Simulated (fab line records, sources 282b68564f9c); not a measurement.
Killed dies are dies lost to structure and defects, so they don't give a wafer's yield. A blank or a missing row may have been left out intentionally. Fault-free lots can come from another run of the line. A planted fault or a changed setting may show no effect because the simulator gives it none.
Which tool was responsible? / flow rit cmos / 14 lots, 42 wafers sampled, at 2 steps of a route of 202

WHAT THE GAUGES READ, wafer by wafer
The record holds no reading of a measuring or inspecting step that can be judged against a usual standard deviation.

EACH LOT AND THE TOOL THAT RAN IT (in order: tool; ch and the chambers of the sampled wafers; start)
lot=L407; RIT_NSD_SOFTBAKE_02=litho track-03 ch 0, day 3 09:21; RIT_M1_PROBE_99=-
lot=L408; RIT_NSD_SOFTBAKE_02=litho track-04 ch 0, day 3 11:02; RIT_M1_PROBE_99=-
lot=L410; RIT_NSD_SOFTBAKE_02=litho track-03 ch 0, day 3 23:14; RIT_M1_PROBE_99=prober-02, day 4 13:02
lot=L412; RIT_NSD_SOFTBAKE_02=litho track-02 ch 0, day 4 03:17; RIT_M1_PROBE_99=-
lot=L413; RIT_NSD_SOFTBAKE_02=litho track-03 ch 0, day 4 15:44; RIT_M1_PROBE_99=-
lot=L414; RIT_NSD_SOFTBAKE_02=litho track-02 ch 0, day 4 18:13; RIT_M1_PROBE_99=prober-02, day 5 07:12
lot=L415; RIT_NSD_SOFTBAKE_02=litho track-02 ch 0, day 4 19:32; RIT_M1_PROBE_99=-
lot=L417; RIT_NSD_SOFTBAKE_02=litho track-02 ch 0, day 5 06:38; RIT_M1_PROBE_99=-
lot=L421; RIT_NSD_SOFTBAKE_02=litho track-04 ch 0, day 6 12:42; RIT_M1_PROBE_99=-
lot=L425; RIT_NSD_SOFTBAKE_02=litho track-03 ch 0, day 7 00:47; RIT_M1_PROBE_99=-
lot=L426; RIT_NSD_SOFTBAKE_02=litho track-03 ch 0, day 7 03:28; RIT_M1_PROBE_99=-
lot=L427; RIT_NSD_SOFTBAKE_02=litho track-03 ch 0, day 7 08:36; RIT_M1_PROBE_99=-
lot=L429; RIT_NSD_SOFTBAKE_02=litho track-03 ch 0, day 7 15:55; RIT_M1_PROBE_99=-
lot=L430; RIT_NSD_SOFTBAKE_02=litho track-03 ch 0, day 7 20:56; RIT_M1_PROBE_99=-
- RIT_NSD_SOFTBAKE_02: time 60 s.
- RIT_M1_PROBE_99

WHAT THE TOOLS THEMSELVES READ (means of the sampled wafers that have a number; where no wafer has one, the mark that the record gives instead)
RIT_NSD_SOFTBAKE_02. Usual: 89.34 s for run length s, sd 0.2.
lot=L407; tool=litho track-03; run length s (s)=89.36; flag=
lot=L408; tool=litho track-04; run length s (s)=89.46; flag=
lot=L410; tool=litho track-03; run length s (s)=89.35; flag=
lot=L412; tool=litho track-02; run length s (s)=89.19; flag=
lot=L413; tool=litho track-03; run length s (s)=89.29; flag=
lot=L414; tool=litho track-02; run length s (s)=89.16; flag=
lot=L415; tool=litho track-02; run length s (s)=99.72; flag=OFF
lot=L417; tool=litho track-02; run length s (s)=99.77; flag=OFF
lot=L421; tool=litho track-04; run length s (s)=89.48; flag=
lot=L425; tool=litho track-03; run length s (s)=89.40; flag=
lot=L426; tool=litho track-03; run length s (s)=89.39; flag=
lot=L427; tool=litho track-03; run length s (s)=89.39; flag=
lot=L429; tool=litho track-03; run length s (s)=89.44; flag=
lot=L430; tool=litho track-03; run length s (s)=89.32; flag=

RIT_M1_PROBE_99. Usual: killed_at_M0_to_M3 0.0, standard deviation 0.2; killed at contacts 0.0, standard deviation 0.2; killed at front end 6.8, standard deviation 2.9; killed dies 6.8, standard deviation 2.9; killed open 3.3, standard deviation 1.9; killed short 3.5, standard deviation 2.
lot=L410; tool=prober-02; killed_at_M0_to_M3=0.0; killed at contacts=0.0; killed at front end=7.7; killed dies=7.7; killed open=3.3; killed short=4.3; flag=
lot=L414; tool=prober-02; killed_at_M0_to_M3=0.0; killed at contacts=0.0; killed at front end=5.3; killed dies=5.3; killed open=2.0; killed short=3.3; flag=

THE ANSWER, worked out from the rows above alone
Rule: lot off if the mean of its wafers having a number is beyond 3 standard deviations from the usual mean. A lot without any number at a reading at which 4 lots or more have one is off too. All remaining lots with rows at the step are treated as sound. The gauges are gone through in route order, then the tools' own readings, and for those a lot's mean is taken as printed above. The first step at which some lot is off is used, and at that step the reading that is off furthest; a lot without a number counts as furthest.
Off: L415, L417, at RIT_NSD_SOFTBAKE_02 (run length s).
A tool fits if, at that step or a process step before it, it ran every lot that is off, and no sound lot after the first of them. One candidate fits, namely litho track-02 at RIT_NSD_SOFTBAKE_02. A fault onset in the window from L414 (day 4 18:13, its last sound lot) to L415 (day 4 19:32, its first lot off) fits.
The tool's own readings at RIT_NSD_SOFTBAKE_02 bear it out: on the lots that are off they differ by more than 5 times the standard deviation of the sound lots' means. run length s reads 99.75 s there against 89.35 s on the sound lots.

WHAT WAS PUT IN BY THE SIMULATOR
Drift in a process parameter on litho track-02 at RIT_NSD_SOFTBAKE_02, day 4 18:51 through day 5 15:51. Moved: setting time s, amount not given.
Lots struck among those shown: L415, L417. The same result came from the rule above.
